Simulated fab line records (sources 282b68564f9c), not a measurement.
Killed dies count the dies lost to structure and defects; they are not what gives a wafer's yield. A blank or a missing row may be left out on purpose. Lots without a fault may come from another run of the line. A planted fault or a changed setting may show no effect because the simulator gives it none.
Split-lot experiment | flow rit cmos | on a route of 202 steps: 5 lots, 23 wafers read

== THE SPLIT ITSELF ==
At RIT_PRETRO_IMPLANT_08, the setting dose cm2 was moved away from the recipe's 1.2e+13 on 7 of the 23 wafers read, by -4.6% to -3.4%. This setting was run at the recipe's value on the other wafers.

== THE PATH FROM SPLIT TO READING: the file shows 1 step between them ==
- RIT_PRETRO_STRIP_09: strips in O2, time 180 s

== THE READING ==
PRETRO_TW, at RIT_PRETRO_TW_MEAS_10. A value of 479 with a standard deviation of 3.3 is what fault-free wafers of this fab line usually give.

wafer  | tool, chamber at the split | dose cm2 as run | against the recipe | PRETRO_TW | against lot-mates on the recipe
L077.1 | implanter-03, 0            | 1.153e+13       | -3.9%              | 476       | -8
L077.2 | implanter-03, 0            | 1.2e+13         | recipe             | 484       | -
L077.4 | implanter-03, 0            | 1.153e+13       | -3.9%              | 479       | -4
L077.5 | implanter-03, 0            | 1.153e+13       | -3.9%              | 475       | -8
L077.6 | implanter-03, 0            | 1.2e+13         | recipe             | 483       | -
L079.2 | implanter-03, 0            | 1.2e+13         | recipe             | 475       | -
L079.3 | implanter-03, 0            | 1.2e+13         | recipe             | 476       | -
L079.4 | implanter-03, 0            | 1.2e+13         | recipe             | 474       | -
L079.5 | implanter-03, 0            | 1.2e+13         | recipe             | 475       | -
L079.6 | implanter-03, 0            | 1.2e+13         | recipe             | 477       | -
L080.1 | implanter-04, 0            | 1.2e+13         | recipe             | 477       | -
L080.4 | implanter-04, 0            | 1.2e+13         | recipe             | 475       | -
L080.5 | implanter-04, 0            | 1.2e+13         | recipe             | 475       | -
L081.2 | implanter-04, 0            | 1.145e+13       | -4.6%              | 476       | -6
L081.3 | implanter-04, 0            | 1.2e+13         | recipe             | 483       | -
L081.4 | implanter-04, 0            | 1.2e+13         | recipe             | 483       | -
L081.5 | implanter-04, 0            | 1.145e+13       | -4.6%              | 475       | -7
L081.6 | implanter-04, 0            | 1.2e+13         | recipe             | 481       | -
L083.1 | implanter-04, 0            | 1.2e+13         | recipe             | 480       | -
L083.2 | implanter-04, 0            | 1.159e+13       | -3.4%              | 477       | -4
L083.3 | implanter-04, 0            | 1.2e+13         | recipe             | 482       | -
L083.4 | implanter-04, 0            | 1.2e+13         | recipe             | 482       | -
L083.6 | implanter-04, 0            | 1.159e+13       | -3.4%              | 475       | -6

THE FIT
A straight line over all 23 wafers: PRETRO_TW changes by +0.686 for each +1% of dose cm2; r = +0.38; the points scatter about the line by 3.2.
The same after taking each lot's own level away (the mean of its wafers on the recipe; 23 wafers): +1.61 for each +1%; r = +0.94; scatter 1.1.
According to that fit, moving dose cm2 by its largest amount changes the reading by 7.4.
The lots' own levels span 475.4 to 483.5, that is 2.5 times the standard deviation above.
So the lot-to-lot level blurs the effect unless lot-mates are compared.
Check: for one of the wafers moved furthest among these (-4.6%), held out of the fit, the line's prediction against its lot-mates is -7.63. Against them it came out at -6.33.

== ADDITIONAL SPLITS CARRIED BY THESE WAFERS ==
These wafers also went through other splits before the reading. Each is held against what the fit with the lots' levels taken away leaves over:
other split on the same wafers    | wafers away from the commonest value | r with PRETRO_TW (lot level and that fit taken away)
RIT_ACTIVE_OXIDATION_01 temp c    | 15                                   | -0.14
RIT_ACTIVE_EXPOSE_08 dose mj      | 7                                    | -0.34
RIT_ACTIVE_ETCH_13 over etch frac | 6                                    | -0.22
RIT_FOX2_OXIDATION_00 temp c      | 18                                   | +0.15
RIT_NWELL_COAT_01 resist thk nm   | 10                                   | +0.02
RIT_PWELL_IMPLANT_08 energy kev   | 7                                    | +0.08
RIT_NRETRO_IMPLANT_08 energy kev  | 8                                    | -0.28

== FILE'S OWN FIT ==
PRETRO_TW changes by +1.61 for each +1% of dose cm2, r = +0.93.
